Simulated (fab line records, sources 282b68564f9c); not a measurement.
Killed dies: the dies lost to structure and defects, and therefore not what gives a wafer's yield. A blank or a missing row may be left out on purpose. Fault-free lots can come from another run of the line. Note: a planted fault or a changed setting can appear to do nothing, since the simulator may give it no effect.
Shared-tool check | flow ritCmos | Sampled: 14 lots, 42 wafers

WHY IT WAS OPENED
RIT_SILICIDE_RS_MEAS_02, reading SILICIDE_TI_RS: flagged on 2 of 14 lots. Wafers without a fault read 47.3 ohm/sq, standard deviation 0.88.
Rule: a lot is flagged when every wafer of it that has a number lies more than 4 standard deviations from that mean, or none has a number. The other lots count as sound.

lot  | measured    | on           | SILICIDE_TI_RS (ohm/sq), wafer by wafer | flag
L902 | day 3 08:42 | filmMetro-04 | 47.5 48.7 48.0                          | 
L903 | day 3 15:20 | filmMetro-04 | 46.6 47.4 45.8                          | 
L904 | day 3 18:52 | filmMetro-03 | 47.2 48.1 47.8                          | 
L905 | day 4 01:30 | filmMetro-01 | 46.2 46.3 46.4                          | 
L907 | day 4 08:53 | filmMetro-04 | 47.4 48.3 48.7                          | 
L908 | day 4 11:11 | filmMetro-03 | 47.4 48.3 47.1                          | 
L913 | day 5 15:31 | filmMetro-04 | 32.6 32.6 32.5                          | FLAGGED
L915 | day 6 00:34 | filmMetro-03 | 32.6 32.3 32.3                          | FLAGGED
L916 | day 6 06:45 | filmMetro-01 | 48.6 47.3 47.6                          | 
L918 | day 6 17:46 | filmMetro-03 | 47.4 47.4 48.1                          | 
L920 | day 7 03:55 | filmMetro-04 | 48.1 48.2 48.6                          | 
L922 | day 8 02:20 | filmMetro-01 | 47.9 48.0 47.4                          | 
L923 | day 8 02:39 | filmMetro-04 | 47.6 48.5 48.6                          | 
L925 | day 8 12:41 | filmMetro-04 | 47.3 48.1 47.6                          | 
The numbers of the flagged lots are 32.5 ohm/sq on average: -14.8 ohm/sq against the usual, or -17 standard deviations.

WHICH TOOL EACH LOT WENT THROUGH
The record holds 1 process step before the reading, out of a route of 202 steps. Each cell gives the tool, then ch followed by the chambers the sampled wafers passed through, then the start.
lot  | flag    | RIT_SILICIDE_SPUTTER_01
L902 |         | pvdSputter-01, day 3 08:33
L903 |         | pvdSputter-02, day 3 15:10
L904 |         | pvdSputter-01, day 3 18:41
L905 |         | pvdSputter-02, day 4 01:20
L907 |         | pvdSputter-04, day 4 08:43
L908 |         | pvdSputter-01, day 4 11:02
L913 | FLAGGED | pvdSputter-02, day 5 15:22
L915 | FLAGGED | pvdSputter-02, day 6 00:25
L916 |         | pvdSputter-01, day 6 06:35
L918 |         | pvdSputter-01, day 6 17:37
L920 |         | pvdSputter-01, day 7 03:46
L922 |         | pvdSputter-01, day 8 02:10
L923 |         | pvdSputter-04, day 8 02:29
L925 |         | pvdSputter-01, day 8 12:32
What these steps do:
- RIT_SILICIDE_SPUTTER_01: material Ti, target thk 30 nm, time 240 s.
- RIT_SILICIDE_RS_MEAS_02: measures by four-point-probe.

FLAGGED OVER TOTAL, TOOL BY TOOL (the gauges that took the reading come last)
step                    | tool          | lots run | flagged | share of the flagged lots | sound lots run after its first flagged lot
RIT_SILICIDE_SPUTTER_01 | pvdSputter-01 | 8        | 0       | none                      | -
RIT_SILICIDE_SPUTTER_01 | pvdSputter-02 | 4        | 2       | all                       | 0
RIT_SILICIDE_SPUTTER_01 | pvdSputter-04 | 2        | 0       | none                      | -
RIT_SILICIDE_RS_MEAS_02 | filmMetro-01  | 3        | 0       | none                      | -
RIT_SILICIDE_RS_MEAS_02 | filmMetro-03  | 4        | 1       | some                      | 1 (L918)
RIT_SILICIDE_RS_MEAS_02 | filmMetro-04  | 7        | 1       | some                      | 3 (L920,L923,L925)

WHAT THE TABLE ALLOWS
Rows of the table that ran each flagged lot: 1, that is pvdSputter-02 at RIT_SILICIDE_SPUTTER_01.
- pvdSputter-02 at RIT_SILICIDE_SPUTTER_01 ran 4 lots, 2 of them flagged. Its last sound lot is L905 (day 4 01:20), its first flagged lot L913 (day 5 15:22): a fault that began between those two fits.
Just one tool remains: pvdSputter-02 at RIT_SILICIDE_SPUTTER_01.

WHAT THE SIMULATOR PUT IN
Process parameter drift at RIT_SILICIDE_SPUTTER_01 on pvdSputter-02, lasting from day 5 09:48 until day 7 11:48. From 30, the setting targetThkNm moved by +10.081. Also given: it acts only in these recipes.
Shown lots that were struck: L913, L915. The same result came from the rule above.
